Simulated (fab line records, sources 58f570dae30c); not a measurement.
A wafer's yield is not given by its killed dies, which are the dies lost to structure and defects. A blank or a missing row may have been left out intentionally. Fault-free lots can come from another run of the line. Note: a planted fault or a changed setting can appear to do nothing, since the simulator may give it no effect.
fab line records	flow berkeley-cmos170
[record] lots = 15	wafers = 45	last-day = 12
route steps=331 shown ZERO@13 NWELL@15 CONTACT@218 V1@267
lots untouched by any fault: they come from a run of this same line in which no faults occurred
start-h: start of the lot's first displayed wafer, in hours after the record's first day	wait-h: time in hours since the lot's previous step	" the same as in the row above	L1.1+2: one row covering several wafers at once	- no value, or no start was given	* or withheld: withheld	< > ~ a bound
route shown NAME@n: names a module that has steps shown in the file, with the first one's number in the route	usual: the fault-free wafers' mean and standard deviation	same: alike in all rows	chamber/n: place in a boat	sites: each site's reading	_std_site: standard deviation of those values	_edge_site: inner sites' mean taken away from outer sites' mean	radius-mm: for every site, how far away it sits from the centre of the wafer	mask NAME#n: copy n	behind: tool/chamber where the wafer was last shaped	hold: why the lot was held/for how many hours/how that ended	device: which transistor (n, p or np) failed to switch	end of line: the route-end tests of the same wafers	a step with no rows: only its recipe	killed: count of dies lost to structure and defects at first sort (not the wafer's yield)	map: per-die view of a wafer (x killed, . not killed, _ where there is no die)
set.NAME: the setting as run; set.NAME@STEP: as run at that earlier step	model.NAME: the simulator's own value behind a step, which no gauge read
the route's steps for a sample of lots (tables are steps, rows are wafers)
services: a tool's chamber out of use, with start hour (start-h, from the record's first day; less than 0 if before it), hours out, and reason
[[steps]]
[step UCB170_ZERO_STRIP_07]
[recipe] chemistry = O2	power-w = 400	pressure-mtorr = 3500	platen-temp-c = withheld	o2-flow-sccm = 400	overash-fraction = 0.5
[usual] drypump-motor-current-A = 5.8/0.44	oes-product-au = 0.726/0.0045	strip-time-to-endpoint-s = 21.48/0.07
lot.wafer	tool	chamber	start-h	wait-h	drypump-motor-current-A	oes-product-au	rf-hours-counter-h	strip-time-to-endpoint-s
L697.2	plasma-asher-03	0	19.98	0.0	6.0	0.731	30	21.47
L697.4	"	1	"	"	5.5	0.721	-	21.51
L697.5	"	0	"	"	6.0	0.724	-	21.45
L698.4	plasma-asher-02	1	23.57	0.0	6.5	0.727	-	21.50
L698.5	"	0	"	"	5.8	0.725	-	21.50
L698.6	"	1	"	"	6.5	0.718	-	21.53
L699.1	plasma-asher-03	1	30.93	0.0	5.5	0.730	31	21.44
L699.2	"	0	"	"	6.0	0.722	31	21.43
L699.6	"	0	"	"	6.0	0.730	-	21.38
L700.1	plasma-asher-01	1	34.11	0.0	5.5	0.733	33	21.38
L700.4	"	1	"	"	5.5	0.722	-	21.46
L700.6	"	0	"	"	5.1	0.730	-	21.48
L702.1	plasma-asher-01	0	44.98	0.0	5.1	0.723	34	21.39
L702.2	"	1	"	"	5.5	0.729	34	21.33
L702.6	"	1	"	"	5.5	0.724	-	21.45
L703.1	plasma-asher-02	1	48.42	0.0	6.5	0.731	23	21.46
L703.3	"	0	"	"	5.8	0.729	-	21.47
L703.6	"	0	"	"	5.8	0.722	-	21.52
L705.2	plasma-asher-02	0	63.64	0.0	5.8	0.738	25	21.42
L705.3	"	1	"	"	6.5	0.729	-	21.47
L705.5	"	0	"	"	5.8	0.724	-	21.46
L706.2	plasma-asher-01	0	65.44	0.0	5.1	0.717	36	21.41
L706.3	"	1	"	"	5.5	0.728	-	21.49
L706.6	"	1	"	"	5.5	0.726	-	21.47
L708.1	plasma-asher-03	1	72.56	0.0	5.5	0.727	36	21.36
L708.3	"	1	"	"	5.5	0.716	-	21.39
L708.6	"	1	"	"	5.5	0.728	-	21.43
L709.1	plasma-asher-02	1	78.48	0.0	6.5	0.733	27	21.39
L709.5	"	0	"	"	5.8	0.729	-	21.35
L709.6	"	1	"	"	6.5	0.727	-	21.34
L710.1	plasma-asher-02	1	86.15	0.0	6.6	0.730	27	21.51
L710.4	"	1	"	"	6.6	0.724	-	21.46
L710.5	"	0	"	"	5.9	0.725	-	21.47
L711.1	plasma-asher-03	0	86.56	0.0	6.0	0.727	38	21.55
L711.4	"	0	"	"	6.0	0.731	-	21.57
L711.6	"	0	"	"	6.0	0.724	-	21.55
L712.1	plasma-asher-01	0	90.96	0.0	5.1	0.725	39	21.51
L712.4	"	1	"	"	5.5	0.730	-	21.57
L712.5	"	1	"	"	5.6	0.729	-	21.50
L713.1	plasma-asher-01	1	100.56	0.1	5.5	0.724	40	21.52
L713.2	"	0	"	"	5.1	0.724	40	21.51
L713.5	"	0	"	"	5.1	0.726	-	21.56
L718.2	plasma-asher-03	1	125.48	0.0	5.5	0.721	43	21.40
L718.3	"	0	"	"	6.0	0.725	-	21.40
L718.6	"	0	"	"	6.0	0.729	-	21.38
[step UCB170_NWELL_OXIDATION_01]
[recipe] temp-c = 1000	ambient = O2	target-thk-a = 264	ox-time-s = 1260
[usual] ox-time-s = 1260/0
lot.wafer	tool	chamber	start-h	wait-h	ox-time-s
L697.2	furnace-01	0	22.16	1.0	1260
L697.4	"	0	"	"	1260
L697.5	"	0	"	"	1260
L698.4	furnace-04	0	27.45	2.2	1260
L698.5	"	0	"	"	1260
L698.6	"	0	"	"	1260
L699.1	furnace-02	0	33.96	2.9	1260
L699.2	"	0	"	"	1260
L699.6	"	0	"	"	1260
L700.1	furnace-02	0	35.31	0.8	1260
L700.4	"	0	"	"	1260
L700.6	"	0	"	"	1260
L702.1	furnace-02	0	46.15	0.0	1260
L702.2	"	0	"	"	1260
L702.6	"	0	"	"	1260
L703.1	furnace-04	0	51.19	2.5	1260
L703.3	"	0	"	"	1260
L703.6	"	0	"	"	1260
L705.2	furnace-01	0	68.58	1.8	1260
L705.3	"	0	"	"	1260
L705.5	"	0	"	"	1260
L706.2	furnace-01	0	68.58	1.8	1260
L706.3	"	0	"	"	1260
L706.6	"	0	"	"	1260
L708.1	furnace-01	0	72.93	0.2	1260
L708.3	"	0	"	"	1260
L708.6	"	0	"	"	1260
L709.1	furnace-01	0	82.95	4.3	1008
L709.5	"	0	"	"	1008
L709.6	"	0	"	"	1008
L710.1	furnace-01	0	86.96	0.0	1008
L710.4	"	0	"	"	1008
L710.5	"	0	"	"	1008
L711.1	furnace-01	0	86.96	0.0	1008
L711.4	"	0	"	"	1008
L711.6	"	0	"	"	1008
L712.1	furnace-04	0	92.58	1.3	1260
L712.4	"	0	"	"	1260
L712.5	"	0	"	"	1260
L713.1	furnace-04	0	102.44	1.6	1260
L713.2	"	0	"	"	1260
L713.5	"	0	"	"	1260
L718.2	furnace-04	0	130.82	5.2	1260
L718.3	"	0	"	"	1260
L718.6	"	0	"	"	1260
[step UCB170_NWELL_THK_MEAS_02]
[recipe] reads = SiO2_of_NWELL_OXIDATION_01
[usual] NWELL_OXIDE_THK = 26.4/0.5
lot.wafer	tool	chamber	start-h	wait-h	NWELL_OXIDE_THK[nm]
L697.2	film-metro-03	-	23.52	0.0	25.7
L697.4	"	-	"	"	26.0
L697.5	"	-	"	"	26.4
L698.4	film-metro-04	-	28.83	0.0	26.0
L698.5	"	-	"	"	26.0
L698.6	"	-	"	"	26.2
L699.1	film-metro-03	-	35.31	0.0	26.3
L699.2	"	-	"	"	26.9
L699.6	"	-	"	"	25.8
L700.1	film-metro-03	-	36.66	0.0	26.3
L700.4	"	-	"	"	26.4
L700.6	"	-	"	"	26.4
L702.1	film-metro-04	-	47.50	0.0	27.1
L702.2	"	-	"	"	26.8
L702.6	"	-	"	"	26.8
L703.1	film-metro-01	-	52.54	0.0	26.0
L703.3	"	-	"	"	26.1
L703.6	"	-	"	"	26.4
L705.2	film-metro-03	-	69.94	0.0	26.6
L705.3	"	-	"	"	27.0
L705.5	"	-	"	"	27.3
L706.2	film-metro-01	-	69.94	0.0	26.9
L706.3	"	-	"	"	26.3
L706.6	"	-	"	"	27.4
L708.1	film-metro-01	-	74.28	0.0	27.2
L708.3	"	-	"	"	26.6
L708.6	"	-	"	"	26.7
L709.1	film-metro-04	-	84.30	0.0	24.2
L709.5	"	-	"	"	24.0
L709.6	"	-	"	"	23.7
L710.1	film-metro-04	-	88.31	0.0	23.5
L710.4	"	-	"	"	24.1
L710.5	"	-	"	"	23.9
L711.1	film-metro-01	-	88.31	0.0	22.9
L711.4	"	-	"	"	22.9
L711.6	"	-	"	"	23.6
L712.1	film-metro-01	-	93.93	0.0	26.4
L712.4	"	-	"	"	26.3
L712.5	"	-	"	"	26.3
L713.1	film-metro-04	-	103.79	0.0	25.8
L713.2	"	-	"	"	25.8
L713.5	"	-	"	"	26.2
L718.2	film-metro-03	-	132.18	0.0	25.9
L718.3	"	-	"	"	25.3
L718.6	"	-	"	"	25.9
[step UCB170_CONTACT_THK_MEAS_02]
[recipe] reads = PSG_of_CONTACT_CVD_01
[usual] CONTACT_PSG_THK = 700/6.8
lot.wafer	tool	chamber	start-h	wait-h	CONTACT_PSG_THK[nm]
L697.2	film-metro-04	-	134.04	0.0	700
L697.4	"	-	"	"	696
L697.5	"	-	"	"	696
L698.4	film-metro-01	-	134.06	0.0	702
L698.5	"	-	"	"	698
L698.6	"	-	"	"	700
L699.1	film-metro-02	-	150.81	0.0	708
L699.2	"	-	"	"	701
L699.6	"	-	"	"	706
L700.1	film-metro-04	-	150.81	0.0	700
L700.4	"	-	"	"	703
L700.6	"	-	"	"	696
L702.1	film-metro-02	-	167.20	0.0	702
L702.2	"	-	"	"	703
L702.6	"	-	"	"	707
L703.1	film-metro-04	-	174.17	0.0	689
L703.3	"	-	"	"	695
L703.6	"	-	"	"	696
L705.2	film-metro-04	-	182.08	0.0	696
L705.3	"	-	"	"	699
L705.5	"	-	"	"	703
L706.2	film-metro-02	-	192.61	0.0	698
L706.3	"	-	"	"	697
L706.6	"	-	"	"	701
L708.1	film-metro-04	-	194.39	0.0	702
L708.3	"	-	"	"	704
L708.6	"	-	"	"	700
L711.1	film-metro-02	-	210.32	0.0	708
L711.4	"	-	"	"	701
L711.6	"	-	"	"	704
L709.1	film-metro-01	-	210.65	0.0	699
L709.5	"	-	"	"	701
L709.6	"	-	"	"	703
L710.1	film-metro-04	-	212.11	0.0	690
L710.4	"	-	"	"	691
L710.5	"	-	"	"	695
L712.1	film-metro-04	-	219.71	0.0	704
L712.4	"	-	"	"	701
L712.5	"	-	"	"	698
L713.1	film-metro-02	-	234.92	0.0	689
L713.2	"	-	"	"	689
L713.5	"	-	"	"	685
L718.2	film-metro-01	-	252.70	0.0	693
L718.3	"	-	"	"	690
L718.6	"	-	"	"	689
[step UCB170_V1_OVL_MEAS_13]
[usual] V1_OVL = -2/4.5
lot.wafer	tool	chamber	start-h	wait-h	V1_OVL[nm]
L698.4	overlay-02	-	149.15	0.1	-4
L698.5	"	-	"	"	7
L698.6	"	-	"	"	2
L697.2	overlay-01	-	149.42	0.1	-10
L697.4	"	-	"	"	-11
L697.5	"	-	"	"	-5
L699.1	overlay-02	-	161.69	0.1	-11
L699.2	"	-	"	"	-11
L699.6	"	-	"	"	-5
L700.1	overlay-01	-	161.81	0.1	-4
L700.4	"	-	"	"	-2
L700.6	"	-	"	"	-1
L702.1	overlay-02	-	182.02	0.1	0
L702.2	"	-	"	"	9
L702.6	"	-	"	"	3
L703.1	overlay-01	-	182.26	0.1	-2
L703.3	"	-	"	"	-2
L703.6	"	-	"	"	3
L705.2	overlay-01	-	192.65	0.1	-4
L705.3	"	-	"	"	-2
L705.5	"	-	"	"	-3
L706.2	overlay-01	-	204.91	0.1	-4
L706.3	"	-	"	"	4
L706.6	"	-	"	"	-4
L708.1	overlay-02	-	205.25	0.1	0
L708.3	"	-	"	"	-5
L708.6	"	-	"	"	-1
L709.1	overlay-02	-	221.08	0.1	1
L709.5	"	-	"	"	-2
L709.6	"	-	"	"	-3
L711.1	overlay-01	-	221.22	0.1	-2
L711.4	"	-	"	"	-7
L711.6	"	-	"	"	-6
L710.1	overlay-02	-	224.77	0.1	1
L710.4	"	-	"	"	-1
L710.5	"	-	"	"	2
L712.1	overlay-02	-	231.90	0.1	5
L712.4	"	-	"	"	1
L712.5	"	-	"	"	-4
L713.1	overlay-02	-	246.63	0.1	1
L713.2	"	-	"	"	0
L713.5	"	-	"	"	-4
L718.2	overlay-02	-	266.49	0.1	0
L718.3	"	-	"	"	-2
L718.6	"	-	"	"	-2
[[services]]
tool	chamber	start-h	hours	kind
furnace-02	-	2.58	3.5	pm
plasma-asher-01	-	5.08	2.8	pm
plasma-asher-02	-	9.71	1.3	repair
furnace-01	-	99.41	3.1	pm
furnace-04	-	113.14	2.7	pm
furnace-01	-	120.56	3.6	pm
furnace-01	-	124.19	4.0	pm
[[key]]
[first-sign] step = UCB170_NWELL_OXIDATION_01	reading = ox-time-s	direction = down	sigmas = 99+	usual = *	struck = *
[effect] step = UCB170_NWELL_THK_MEAS_02	reading = NWELL_OXIDE_THK	direction = down	sigmas = 5.5	usual = 26.4	struck = 23.6
met-at UCB170_NWELL_OXIDATION_01
struck-lots L709,L710,L711
tester-left-out L709,L710,L711
not-acting-at UCB170_ZERO_STRIP_07,UCB170_CONTACT_THK_MEAS_02,UCB170_V1_OVL_MEAS_13
onset-between 72.93 82.95
[fault] kind = process-parameter-drift	tool = furnace-01	chamber = -	onset-h = 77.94	steps = UCB170_NWELL_OXIDATION_01	channel = ox-time-s	offset = *	shape = step	end-h = 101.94	acts-in = *	stated = *
// tester-left-out: of these lots the tester's yield and bins aren't shown, on N5 and GAA mostly nor the transistor test; their killed dies are dies lost to structure and defects alone, not to doping, threshold or leakage, so they don't give the yield
